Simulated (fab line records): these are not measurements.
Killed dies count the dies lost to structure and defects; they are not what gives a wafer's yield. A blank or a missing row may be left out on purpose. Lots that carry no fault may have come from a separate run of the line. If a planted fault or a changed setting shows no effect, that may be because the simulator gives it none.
Problem report, 8D (eight disciplines) form, completed by code ; flow berkeley_cmos170 ; the parts of the form that need people (team, actions taken, sign-off) are left out

1. THE ISSUE
Mean of exposure_dose_mJ_cm2 at UCB170_NLDD_EXPOSE_03: 29.72 over 3 wafers from 1 lot, against 29.98 (standard deviation 0.035) on wafers with no fault. Measured from the usual mean, that is -7.3 standard deviations.
The step: exposes mask NSELECT, target cd 1200 nm.
Seen first at day 9 14:15 on krf_scanner-01, wafer L858.2. The record holds 39 wafers of 13 lots with a number at this step. Rule for "out", or "out of limits": more than 4 standard deviations from the usual mean. The rest of the wafers with a number are treated as sound.

2. WHAT IT IS, AND WHAT IT ISN'T
question;is;is not
which readings at this step;exposure_dose_mJ_cm2;-
which lots;L858;L847, L848, L849, L850, L851, L852, L853, L855, L857, L864, L865, L867
which wafers of those lots;all that have a number;-
read on which tools;krf_scanner-01;krf_scanner-02
when;from day 9 14:15;"up to then (21 sound wafers); but 15 sound wafers of L853, L857, L864, L865, L867 came after"

3. SUSPECTS, AND WHAT RULES EACH OUT
Counting: a tool at a process step up to the reading stays a suspect if it ran every lot that is out and no sound lot after the first of them.
- plasma_asher-04 at UCB170_PVT_STRIP_08 (strips in O2): ruled out as a lasting fault. Sound lots L864 ran on it after its first lot that is out, L858 (day 8 14:23).
- krf_scanner-01 at UCB170_NLDD_EXPOSE_03 (exposes mask NSELECT, target cd 1200 nm): kept. It ran the lot that is out, L858 (day 9 14:15), and no sound lot after that; its last sound lot up to then is L850 (day 8 14:14). Its own exposure_dose_mJ_cm2 readings are out on those wafers.
After counting, what remains is krf_scanner-01 at UCB170_NLDD_EXPOSE_03.

4. THE CAUSE (what the simulator had put in)
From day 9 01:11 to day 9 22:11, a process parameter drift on krf_scanner-01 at UCB170_NLDD_EXPOSE_03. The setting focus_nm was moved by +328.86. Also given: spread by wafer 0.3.
Counting left only this tool.

5. THE CHAIN OF EFFECTS, in route order
One row per reading whose mean, taken over the struck wafers that have a number, lies over 3 standard deviations from the usual. Only readings whose record carries a usual standard deviation are examined. hours: median over the lots of the time between each lot's start at the first step of this table that gives one and its start at this step. sigmas: the change, counted in usual standard deviations.
hours;step;reading;usual;on struck wafers;change;sigmas
0;UCB170_NLDD_EXPOSE_03;exposure_dose_mJ_cm2;29.98;29.72;-0.26;-7.3
The process steps in it:
- UCB170_NLDD_EXPOSE_03: exposes mask NSELECT, target cd 1200 nm.
Later steps that measure or inspect, where all struck wafers having a row at the step show a number for every such reading and not one has moved that far: UCB170_PSD_CD_MEAS_06.

6. HOW IT WOULD HAVE BEEN CAUGHT EARLIER
In this record no reading fell out of limits until day 9 14:15, 13 hours after the fault had begun at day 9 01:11.
